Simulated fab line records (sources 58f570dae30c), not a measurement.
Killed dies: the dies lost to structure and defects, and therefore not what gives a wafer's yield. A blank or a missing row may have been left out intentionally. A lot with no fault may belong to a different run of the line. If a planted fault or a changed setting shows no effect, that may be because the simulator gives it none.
Struck lot and sound lot, side by side || flow berkeleyCmos170 || 16 steps out of a route of 331
Sound: the wafers L579.2, L579.3, L579.6. Struck: wafer L589.3. (L589.1, L589.2 of the same lot were not struck and are left out.) The cause comes at the end.
For every step that has rows: the tool of each side, followed by ch and its chambers, followed by its first start. Under that, the readings that differ: sound wafers || struck wafers || difference of the means || sigmas: that difference in standard deviations of wafers without a fault.
alike: a reading whose means differ by less than 2 such deviations, as well as words and numbers matching on both sides. not compared: withheld readings; readings where some wafer has no value; bounds like >300 that might hide an equal value; numbers whose values overlap and for which the record gives no deviation.
The two part at a step that has a row with sigmas, a row that says differs or no value, or rows on one side only. Numbers that have no deviation but don't overlap get no sigmas and don't part them. A reading that every wafer of one side lacks parts them only if that side has two wafers or more.

first, 6 steps without rows for these wafers: UCB170_M2_COAT_09; UCB170_M2_COAT_10 (resist thk 900 nm); UCB170_M2_SOFTBAKE_11 (time 60 s); UCB170_M2_EXPOSE_12 (exposes mask METAL2, target cd 700 nm); UCB170_M2_PEB_13; UCB170_M2_DEVELOP_14 (develop time 45 s).
UCB170_M2_CD_MEAS_15: the cd target is 700 nm.
  sound on cdSem-02, day 8 12:41; struck on cdSem-02, day 10 23:59
  alike: cdNm
UCB170_M2_OVL_MEAS_16:
  sound on overlay-02, day 8 12:47; struck on overlay-01, day 11 00:06
{"reading": "M2_OVL (nm)", "sound": "-8 -6 -2", "struck": 7, "difference": "+12", "sigmas": "+2"}
UCB170_M2_ETCH_17: etches BARC in N2/H2.
  sound on rieDiel-01 ch 0,1,3, day 8 12:49; struck on rieDiel-04 ch 1, day 11 00:08
  alike: chamberPressureMTorr, drypumpMotorCurrentA, oesProductAu, throttleValvePct
UCB170_M2_METAL_ETCH_18: etches Al in Cl2/BCl3, stops on SiO2, target depth 1170 nm, time 195 s.
  sound on rieMetal-02 ch 0,1, day 8 12:52; struck on rieMetal-01 ch 1, day 11 00:11
{"reading": "drypumpMotorCurrentA (A)", "sound": "5.1 5.0 5.0", "struck": 6.1, "difference": "+1.1", "sigmas": "+3"}
{"reading": "oesProductAu (a.u.)", "sound": "0.832 0.855 0.856", "struck": 0.883, "difference": "+0.035", "sigmas": "+2"}
  alike: chamberPressureMTorr, throttleValvePct
  not compared: rfHoursCounterH
UCB170_M2_STRIP_19: strips in O2.
  sound on plasmaAsher-04 ch 0, day 8 13:03; struck on plasmaAsher-03 ch 1, day 11 00:34
  alike: chamberPressureMTorr, drypumpMotorCurrentA, oesProductAu
  not compared: rfHoursCounterH
UCB170_M2_CD_MEAS_90: the cd target is 700 nm.
  sound on cdSem-02, day 8 13:10; struck on cdSem-01, day 11 00:40
  alike: cdNm
UCB170_V2_CVD_00: deposits SiO2 from TEOS/O2, target thk 2000 nm, time 250 s.
  sound on pecvd-01 ch 0,2, day 8 13:16; struck on pecvd-01 ch 0, day 11 00:47
{"reading": "runLengthS (s)", "sound": "277.2 278.0 277.4", "struck": 307.3, "difference": "+29.8", "sigmas": "+49"}
{"reading": "model.SiO2_of_V2_CVD_00.thkNm (nm)", "sound": "1994 1963 2005", "struck": 2242, "difference": "+255", "sigmas": ""}
  alike: heaterPowerW
UCB170_V2_THK_MEAS_01:
  sound on filmMetro-04, day 8 13:26; struck on filmMetro-04, day 11 00:56
{"reading": "V2_TEOS_THK (nm)", "sound": "1993 1963 2004", "struck": 2242, "difference": "+255", "sigmas": "+8"}
UCB170_V2_CMP_02: polishes SiO2.
  sound on cmp-02 ch 0,3, day 8 13:29; struck on cmp-02 ch 0, day 11 01:02
  alike: edgeZonePressureFrac, motorCurrentA, retainingRingPressureFrac
UCB170_M3_PROBE_99:
  record: rows for the struck wafers here (prober-02, day 11 07:07), none for the sound ones

WHERE THEY PART
At UCB170_M2_OVL_MEAS_16 first; at UCB170_M3_PROBE_99 last (within this record only).

WHY: what had been put in by the simulator
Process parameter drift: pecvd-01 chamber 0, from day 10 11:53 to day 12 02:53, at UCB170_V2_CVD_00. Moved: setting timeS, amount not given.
